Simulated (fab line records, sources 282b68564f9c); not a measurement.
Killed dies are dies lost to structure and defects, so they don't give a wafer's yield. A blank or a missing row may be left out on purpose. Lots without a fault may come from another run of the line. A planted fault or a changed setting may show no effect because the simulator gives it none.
fab line records | flow rit_cmos
record lots=13 wafers=39 last_day=7
route steps=202 shown PLDD@117
lots that met no fault: from a run of the same line without faults
start_h: hours from the record's first day to the start of the lot's first wafer shown | wait_h: hours since the lot's step before | " the same as in the row above | L1.1+2: a row that stands for several wafers | - no value, or no start given | * or withheld: withheld | < > ~ a bound
route shown NAME@n: a module of which the file shows steps, and the number in the route of the first | usual: mean/standard deviation of fault-free wafers | same: alike in all rows | chamber/n: place in a boat | sites: the reading at each site | _std_site: their standard deviation | _edge_site: outer sites' mean less inner sites' | radius_mm: how far each site lies from the wafer's centre | mask NAME#n: copy n | behind: the tool/chamber that last shaped the wafer | hold: why the lot was held/for how many hours/how that ended | device: the transistor (n, p or np) that didn't switch | end of line: the same wafers' tests at the end of the route | a step without rows: its recipe alone | killed: dies lost to structure and defects at the first sort, not the wafer's yield | map: a wafer's dies, x killed, . not, _ none there
set.NAME: the setting as run; set.NAME@STEP: as run at that earlier step | model.NAME: the simulator's own value behind a step, which no gauge read
steps of the route over a sample of lots; a table a step, a row a wafer
services: from which hour (start_h, from the record's first day; less than 0 if before it) a tool's chamber was out of use, for how many hours, and why
## steps
# step RIT_PLDD_EXPOSE_03
# recipe mask_id=M8 na=0.57 target_cd_nm=40900 dose_mj=250
# usual reticle_temp_C=23.00/0.096
# columns lot.wafer tool chamber start_h wait_h mask reticle_temp_C
L112.1 iline_stepper-01 0 47.69 0.2 M8#0 22.93
L112.2 " 0 " " M8#0 22.97
L112.4 " 0 " " M8#0 22.96
L113.1 iline_stepper-02 0 53.26 0.3 M8#0 23.01
L113.4 " 0 " " M8#0 23.04
L113.6 " 0 " " M8#0 22.99
L114.2 iline_stepper-01 0 57.08 0.2 M8#0 22.90
L114.3 " 0 " " M8#0 22.97
L114.5 " 0 " " M8#0 22.94
L115.1 iline_stepper-02 0 59.48 0.2 M8#0 23.03
L115.3 " 0 " " M8#0 23.06
L115.6 " 0 " " M8#0 22.97
L116.2 iline_stepper-02 0 67.36 0.1 M8#0 23.07
L116.5 " 0 " " M8#0 22.98
L116.6 " 0 " " M8#0 22.90
L119.4 iline_stepper-01 0 78.45 0.2 M8#0 23.08
L119.5 " 0 " " M8#0 22.95
L119.6 " 0 " " M8#0 23.12
L120.2 iline_stepper-01 0 86.55 0.1 M8#0 23.01
L120.3 " 0 " " M8#0 22.94
L120.4 " 0 " " M8#0 23.06
L121.2 iline_stepper-01 0 89.23 0.1 M8#0 23.00
L121.5 " 0 " " M8#0 23.14
L121.6 " 0 " " M8#0 23.06
L123.3 iline_stepper-01 0 98.46 0.2 M8#0 23.14
L123.4 " 0 " " M8#0 22.98
L123.5 " 0 " " M8#0 23.05
L124.2 iline_stepper-01 0 108.07 0.1 M8#0 23.12
L124.3 " 0 " " M8#0 23.10
L124.4 " 0 " " M8#0 23.03
L129.1 iline_stepper-02 0 128.60 0.2 M8#0 23.04
L129.3 " 0 " " M8#0 23.00
L129.6 " 0 " " M8#0 23.10
L132.1 iline_stepper-02 0 147.72 0.2 M8#0 23.02
L132.3 " 0 " " M8#0 22.94
L132.4 " 0 " " M8#0 22.91
L134.4 iline_stepper-02 0 155.93 0.2 M8#0 22.95
L134.5 " 0 " " M8#0 23.03
L134.6 " 0 " " M8#0 22.87
# step RIT_PLDD_OVL_MEAS_06
# usual PLDD_OVL=0.3/1.2
# columns lot.wafer tool chamber start_h wait_h PLDD_OVL[nm]
L112.1 overlay-02 - 48.09 - 0.0
L112.2 " - " " 1.2
L112.4 " - " " 0.3
L113.1 overlay-02 - 53.86 - -0.4
L113.4 " - " " 0.3
L113.6 " - " " -0.4
L114.2 overlay-02 - 57.46 - 1.1
L114.3 " - " " -0.4
L114.5 " - " " 1.1
L115.1 overlay-01 - 59.88 - -1.8
L115.3 " - " " 0.5
L115.6 " - " " 0.0
L116.2 overlay-01 - 67.75 - 0.6
L116.5 " - " " 0.4
L116.6 " - " " 0.5
L119.4 overlay-02 - 78.81 - 0.1
L119.5 " - " " 1.8
L119.6 " - " " 0.2
L120.2 overlay-02 - 86.94 - 1.5
L120.3 " - " " 2.0
L120.4 " - " " 1.0
L121.2 overlay-02 - 89.62 - 0.1
L121.5 " - " " 0.4
L121.6 " - " " 1.0
L123.3 overlay-02 - 98.83 - 3.9
L123.4 " - " " 2.6
L123.5 " - " " 5.6
L124.2 overlay-02 - 108.46 - 3.4
L124.3 " - " " 4.9
L124.4 " - " " 4.1
L129.1 overlay-02 - 129.00 - -0.4
L129.3 " - " " -1.4
L129.6 " - " " -0.2
L132.1 overlay-01 - 148.12 - -2.1
L132.3 " - " " -2.0
L132.4 " - " " -1.3
L134.4 overlay-01 - 156.29 - -0.3
L134.5 " - " " 2.2
L134.6 " - " " -0.6
## services
# columns tool chamber start_h hours kind
iline_stepper-02 - 31.79 9.3 repair
iline_stepper-01 - 74.22 2.2 repair
## key
first_sign step=RIT_PLDD_OVL_MEAS_06 reading=PLDD_OVL direction=up sigmas=3.3 usual=0.3 struck=4.1
effect none on later readings
met_at RIT_PLDD_EXPOSE_03
struck_lots L123,L124
tester_left_out L123,L124
onset_between 89.23 98.46
fault kind=process_parameter_drift tool=iline_stepper-01 chamber=- onset_h=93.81 steps=RIT_PLDD_EXPOSE_03 channel=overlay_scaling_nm offset=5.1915 shape=step end_h=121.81
# tester_left_out: of these lots the tester's yield and bins aren't shown, on N5 and GAA mostly nor the transistor test; their killed dies are dies lost to structure and defects alone, not to doping, threshold or leakage, so they don't give the yield
